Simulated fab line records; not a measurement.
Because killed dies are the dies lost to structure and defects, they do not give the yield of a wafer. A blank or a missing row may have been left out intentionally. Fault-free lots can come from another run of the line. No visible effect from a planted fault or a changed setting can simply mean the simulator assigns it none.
fab line records | flow ritCmos | part 2 of 2: steps 28 to 39 of 39
record lots=5 | wafers=15 | lastDay=7
route steps=202 shown PWELL@49 WELLDRIVE@50 NWELL@51 NRETRO@53 PRETRO@64 GATE@75 FOX2@80
lots that met no fault: from a run of the same line without faults
startH: hours from the record's opening day to when the first of the lot's shown wafers began | waitH: hours elapsed since this lot's preceding step | " repeats the value in the row above | L1.1+2: several wafers, shown together as one row | - no value present, or no start provided | * or withheld: withheld | < > ~ a bound
route shown NAME@n: names a module that has steps shown in the file, with the first one's number in the route | usual: average and standard deviation across the fault-free wafers | same: alike in all rows | chamber/n: place in a boat | sites: each site's reading | _std_site: standard deviation across them | _edge_site: outer sites' mean less inner sites' | radiusMm: for every site, how far away it sits from the centre of the wafer | mask NAME#n: copy n | behind: the most recent tool/chamber to have shaped the wafer | hold: cause of the lot's hold/its duration in hours/its outcome | device: whichever transistor did not switch (one of n, p or np) | end of line: the same wafers' tests at the end of the route | step lacking rows: just its recipe | killed: the dies lost at the first sort to structure and to defects; this is not the yield of the wafer | map: dies across one wafer; x = killed, . = not, _ = none there
set.NAME: the run value of the setting; set.NAME@STEP: its run value at that earlier step | model.NAME: the simulator's own value behind a step, which no gauge read
a table for each step, a row for each wafer; lots at some steps of the route
services: when a tool's chamber went out of use (startH, in hours from the record's first day, below 0 if earlier), for how many hours, and the reason
## steps
# step RIT_GATE_CLEAN_01
# recipe chemistry=SC1 | mix=3:3:50 | timeS=600 | tempC=75
# usual bathGuardTempC=75.2/0.75
lot.wafer | tool        | chamber | startH | waitH | bathGuardTempC
L075.1    | wetBench-01 | 2       | 44.69  | 0.0   | 74.5
L075.3    | "           | 2       | "      | "     | 74.7
L075.5    | "           | 2       | "      | "     | 74.5
L080.1    | wetBench-02 | 0       | 71.12  | 0.0   | 73.9
L080.3    | "           | 0       | "      | "     | 73.9
L080.6    | "           | 0       | "      | "     | 74.0
L082.3    | wetBench-01 | 3       | 75.35  | 0.0   | 75.1
L082.5    | "           | 3       | "      | "     | 75.0
L082.6    | "           | 3       | "      | "     | 74.8
L085.1    | wetBench-01 | 1       | 91.47  | 0.0   | 76.1
L085.4    | "           | 1       | "      | "     | 76.4
L085.5    | "           | 1       | "      | "     | 76.2
L095.1    | wetBench-02 | 3       | 138.83 | 0.0   | 74.4
L095.2    | "           | 3       | "      | "     | 74.7
L095.3    | "           | 3       | "      | "     | 74.5
# step RIT_GATE_CLEAN_02
# recipe chemistry=dHF | dilution=50:1 | timeS=30
lot.wafer  | tool        | chamber | startH | waitH
L075.1+3+5 | wetBench-02 | 2       | 44.88  | 0.0
L080.1+3+6 | wetBench-01 | 1       | 71.30  | 0.0
L082.3+5+6 | wetBench-03 | 1       | 75.53  | 0.0
L085.1+4+5 | wetBench-03 | 3       | 91.64  | 0.0
L095.1+2+3 | wetBench-03 | 3       | 139.00 | 0.0
# step RIT_GATE_CLEAN_03
# recipe chemistry=SC2 | mix=3:3:50 | timeS=600 | tempC=75 | dry=n2Spin
# usual bathGuardTempC=75.2/0.62
lot.wafer | tool        | chamber | startH | waitH | bathGuardTempC
L075.1    | wetBench-03 | 2       | 44.90  | 0.0   | 75.4
L075.3    | "           | 2       | "      | "     | 75.4
L075.5    | "           | 2       | "      | "     | 75.4
L080.1    | wetBench-03 | 2       | 71.31  | 0.0   | 75.5
L080.3    | "           | 2       | "      | "     | 75.4
L080.6    | "           | 2       | "      | "     | 75.8
L082.3    | wetBench-02 | 1       | 75.55  | 0.0   | 75.2
L082.5    | "           | 1       | "      | "     | 75.3
L082.6    | "           | 1       | "      | "     | 75.0
L085.1    | wetBench-01 | 2       | 91.66  | 0.0   | 74.2
L085.4    | "           | 2       | "      | "     | 74.4
L085.5    | "           | 2       | "      | "     | 74.5
L095.1    | wetBench-01 | 1       | 139.02 | 0.0   | 76.4
L095.2    | "           | 1       | "      | "     | 76.5
L095.3    | "           | 1       | "      | "     | 76.5
# step RIT_GATE_CLEAN_04
# recipe chemistry=dHF | dilution=50:1 | timeS=60 | dry=n2Spin
lot.wafer  | tool        | chamber | startH | waitH
L075.1+3+5 | wetBench-02 | 1       | 45.09  | 0.0
L080.1+3+6 | wetBench-02 | 2       | 71.49  | 0.0
L082.3+5+6 | wetBench-01 | 0       | 75.74  | 0.0
L085.1+4+5 | wetBench-03 | 0       | 91.83  | 0.0
L095.1+2+3 | wetBench-02 | 3       | 139.20 | 0.0
# step RIT_FOX2_THK_MEAS_91
# recipe reads=SiO2_of_FOX2_OXIDATION_00
# usual FIELD_OXIDE_LEFT_2_THK=255/6.2
lot.wafer | tool         | chamber | startH | waitH | FIELD_OXIDE_LEFT_2_THK[nm]
L075.1    | filmMetro-02 | -       | 45.12  | 0.0   | 248
L075.3    | "            | -       | "      | "     | 254
L075.5    | "            | -       | "      | "     | 249
L080.1    | filmMetro-01 | -       | 71.51  | 0.0   | 263
L080.3    | "            | -       | "      | "     | 258
L080.6    | "            | -       | "      | "     | 256
L082.3    | filmMetro-02 | -       | 75.78  | 0.0   | 248
L082.5    | "            | -       | "      | "     | 252
L082.6    | "            | -       | "      | "     | 250
L085.1    | filmMetro-04 | -       | 91.86  | 0.0   | 256
L085.4    | "            | -       | "      | "     | 252
L085.5    | "            | -       | "      | "     | 257
L095.1    | filmMetro-02 | -       | 139.22 | 0.0   | 247
L095.2    | "            | -       | "      | "     | 250
L095.3    | "            | -       | "      | "     | 248
# step RIT_GATE_OXIDATION_05
# recipe tempC=900 | ambient=O2 | targetThkA=30 | oxTimeS=270
# usual spikeTcLoadC=924.0/2.5
lot.wafer | tool       | chamber | startH | waitH | spikeTcLoadC
L075.1    | furnace-04 | 0       | 50.20  | 5.1   | 921.0
L075.3    | "          | 0       | "      | "     | 923.2
L075.5    | "          | 0       | "      | "     | 924.5
L080.1    | furnace-02 | 0       | 71.76  | 0.2   | 927.1
L080.3    | "          | 0       | "      | "     | 926.4
L080.6    | "          | 0       | "      | "     | 927.4
L082.3    | furnace-01 | 0       | 75.82  | 0.0   | 920.8
L082.5    | "          | 0       | "      | "     | 921.3
L082.6    | "          | 0       | "      | "     | 921.1
L085.1    | furnace-04 | 0       | 91.92  | 0.1   | 921.8
L085.4    | "          | 0       | "      | "     | 924.8
L085.5    | "          | 0       | "      | "     | 923.8
L095.1    | furnace-01 | 0       | 140.95 | 1.7   | 922.3
L095.2    | "          | 0       | "      | "     | 922.0
L095.3    | "          | 0       | "      | "     | 919.4
# step RIT_GATE_ANNEAL_06
# recipe tempC=900 | timeS=600 | ambient=N2O
# usual spikeTcLoadC=923.9/2.5
lot.wafer | tool       | chamber | startH | waitH | spikeTcLoadC
L075.1    | furnace-02 | 0       | 54.73  | 3.4   | 927.6
L075.3    | "          | 0       | "      | "     | 928.2
L075.5    | "          | 0       | "      | "     | 925.6
L080.1    | furnace-01 | 0       | 74.88  | 2.0   | 919.7
L080.3    | "          | 0       | "      | "     | 922.1
L080.6    | "          | 0       | "      | "     | 921.5
L082.3    | furnace-01 | 0       | 76.90  | 0.0   | 921.4
L082.5    | "          | 0       | "      | "     | 923.1
L082.6    | "          | 0       | "      | "     | 921.0
L085.1    | furnace-02 | 0       | 92.99  | 0.0   | 925.4
L085.4    | "          | 0       | "      | "     | 926.4
L085.5    | "          | 0       | "      | "     | 926.7
L095.1    | furnace-01 | 0       | 143.96 | 1.9   | 922.0
L095.2    | "          | 0       | "      | "     | 921.3
L095.3    | "          | 0       | "      | "     | 923.1
# step RIT_GATE_THK_MEAS_07
# recipe reads=SiO2_of_GATE_OXIDATION_05
# usual GATE_OXIDE_THK=2.98/0.058
lot.wafer | tool         | chamber | startH | waitH | GATE_OXIDE_THK[nm]
L075.1    | filmMetro-02 | -       | 54.98  | 0.0   | 2.98
L075.3    | "            | -       | "      | "     | 2.89
L075.5    | "            | -       | "      | "     | 2.91
L080.1    | filmMetro-02 | -       | 75.13  | 0.0   | 2.93
L080.3    | "            | -       | "      | "     | 2.95
L080.6    | "            | -       | "      | "     | 2.98
L082.3    | filmMetro-01 | -       | 77.17  | 0.0   | 2.92
L082.5    | "            | -       | "      | "     | 2.97
L082.6    | "            | -       | "      | "     | 2.94
L085.1    | filmMetro-02 | -       | 93.24  | 0.0   | 3.05
L085.4    | "            | -       | "      | "     | 3.01
L085.5    | "            | -       | "      | "     | 3.06
L095.1    | filmMetro-02 | -       | 144.21 | 0.0   | 3.05
L095.2    | "            | -       | "      | "     | 3.09
L095.3    | "            | -       | "      | "     | 3.06
# step RIT_GATE_CVD_08
# recipe material=poly-Si | targetThkNm=250 | tempC=610 | precursor=SiH4 | timeS=2220 | pressureMtorr=300 | sih4FlowSccm=100
# usual spikeTcLoadC=630.9/1.5
lot.wafer | tool     | chamber | startH | waitH | spikeTcLoadC
L075.1    | lpcvd-02 | 0       | 55.04  | 0.1   | 628.7
L075.3    | "        | 0       | "      | "     | 629.4
L075.5    | "        | 0       | "      | "     | 629.9
L080.1    | lpcvd-02 | 1       | 75.57  | 0.4   | 633.1
L080.3    | "        | 1       | "      | "     | 632.8
L080.6    | "        | 1       | "      | "     | 629.7
L082.3    | lpcvd-01 | 1       | 77.67  | 0.5   | 631.6
L082.5    | "        | 1       | "      | "     | 631.6
L082.6    | "        | 1       | "      | "     | 631.9
L085.1    | lpcvd-02 | 1       | 93.30  | 0.1   | 631.8
L085.4    | "        | 1       | "      | "     | 632.1
L085.5    | "        | 1       | "      | "     | 632.2
L095.1    | lpcvd-01 | 0       | 144.27 | 0.1   | 628.8
L095.2    | "        | 0       | "      | "     | 630.0
L095.3    | "        | 0       | "      | "     | 629.8
# step RIT_GATE_THK_MEAS_09
# recipe reads=poly-Si_of_GATE_CVD_08
# usual GATE_POLY_THK=249.8/2.5
lot.wafer | tool         | chamber | startH | waitH | GATE_POLY_THK[nm]
L075.1    | filmMetro-01 | -       | 56.65  | 0.0   | 250.1
L075.3    | "            | -       | "      | "     | 249.8
L075.5    | "            | -       | "      | "     | 252.9
L080.1    | filmMetro-02 | -       | 77.19  | 0.0   | 252.8
L080.3    | "            | -       | "      | "     | 251.1
L080.6    | "            | -       | "      | "     | 250.5
L082.3    | filmMetro-02 | -       | 79.30  | 0.0   | 250.7
L082.5    | "            | -       | "      | "     | 251.3
L082.6    | "            | -       | "      | "     | 252.2
L085.1    | filmMetro-02 | -       | 94.95  | 0.0   | 248.2
L085.4    | "            | -       | "      | "     | 248.9
L085.5    | "            | -       | "      | "     | 249.4
L095.1    | filmMetro-04 | -       | 145.88 | 0.0   | 252.8
L095.2    | "            | -       | "      | "     | 253.6
L095.3    | "            | -       | "      | "     | 253.7
# step RIT_GATE_HMDS_10
# recipe primeTimeS=60 | primeTempC=140
# usual exhaustPa=45.1/0.94
lot.wafer | tool          | chamber | startH | waitH | exhaustPa
L075.1    | lithoTrack-02 | 0       | 56.71  | 0.1   | 45.3
L075.3    | "             | 0       | "      | "     | 44.7
L075.5    | "             | 0       | "      | "     | 43.9
L080.1    | lithoTrack-03 | 0       | 77.25  | 0.1   | 44.3
L080.3    | "             | 0       | "      | "     | 44.5
L080.6    | "             | 0       | "      | "     | 43.7
L082.3    | lithoTrack-02 | 0       | 79.50  | 0.2   | 47.3
L082.5    | "             | 0       | "      | "     | 47.2
L082.6    | "             | 0       | "      | "     | 47.9
L085.1    | lithoTrack-03 | 0       | 95.01  | 0.1   | 44.6
L085.4    | "             | 0       | "      | "     | 44.5
L085.5    | "             | 0       | "      | "     | 44.0
L095.1    | lithoTrack-03 | 0       | 145.94 | 0.1   | 45.9
L095.2    | "             | 0       | "      | "     | 46.0
L095.3    | "             | 0       | "      | "     | 46.9
# step RIT_GATE_COAT_11
# recipe resist=NOVOLAK | spinRpm=4250 | resistThkNm=850
# usual exhaustPa=44.9/0.86
lot.wafer | tool          | chamber | startH | waitH | exhaustPa
L075.1    | lithoTrack-02 | 0       | 56.86  | 0.1   | 44.0
L075.3    | "             | 0       | "      | "     | 45.7
L075.5    | "             | 0       | "      | "     | 45.5
L080.1    | lithoTrack-03 | 0       | 77.40  | 0.1   | 44.8
L080.3    | "             | 0       | "      | "     | 44.8
L080.6    | "             | 0       | "      | "     | 44.6
L082.3    | lithoTrack-02 | 0       | 79.65  | 0.1   | 44.9
L082.5    | "             | 0       | "      | "     | 44.4
L082.6    | "             | 0       | "      | "     | 45.4
L085.1    | lithoTrack-03 | 0       | 95.16  | 0.1   | 45.2
L085.4    | "             | 0       | "      | "     | 45.6
L085.5    | "             | 0       | "      | "     | 45.0
L095.1    | lithoTrack-03 | 0       | 146.09 | 0.1   | 44.2
L095.2    | "             | 0       | "      | "     | 45.5
L095.3    | "             | 0       | "      | "     | 46.8
## services
tool            | chamber | startH | hours | kind
implanter-04    | -       | 14.77  | 4.8   | repair
implanter-01    | -       | 20.25  | 2.4   | repair
furnace-01      | -       | 20.35  | 3.6   | pm
lpcvd-01        | -       | 24.17  | 0.5   | repair
implanter-02    | -       | 29.83  | 6.2   | repair
implanter-04    | -       | 36.21  | 2.1   | repair
implanter-02    | -       | 41.45  | 1.7   | repair
plasmaAsher-03  | -       | 43.92  | 2.2   | repair
lpcvd-02        | -       | 45.15  | 2.8   | pm
implanter-03    | -       | 45.43  | 5.1   | repair
furnace-02      | -       | 56.05  | 3.7   | pm
plasmaAsher-04  | -       | 57.13  | 14.6  | pm
furnace-02      | -       | 67.56  | 3.1   | pm
furnace-01      | -       | 72.48  | 2.4   | pm
wetBench-02     | -       | 76.46  | 38.1  | pm
implanter-04    | -       | 78.57  | 3.8   | pm
ilineStepper-02 | -       | 80.05  | 1.9   | repair
implanter-02    | -       | 85.54  | 1.1   | repair
wetBench-03     | -       | 103.50 | 1.9   | pm
implanter-03    | -       | 119.76 | 7.8   | repair
furnace-03      | -       | 124.34 | 15.8  | pm
wetBench-03     | -       | 134.53 | 1.6   | repair
furnace-04      | -       | 135.19 | 4.4   | pm
plasmaAsher-03  | -       | 145.20 | 0.4   | repair
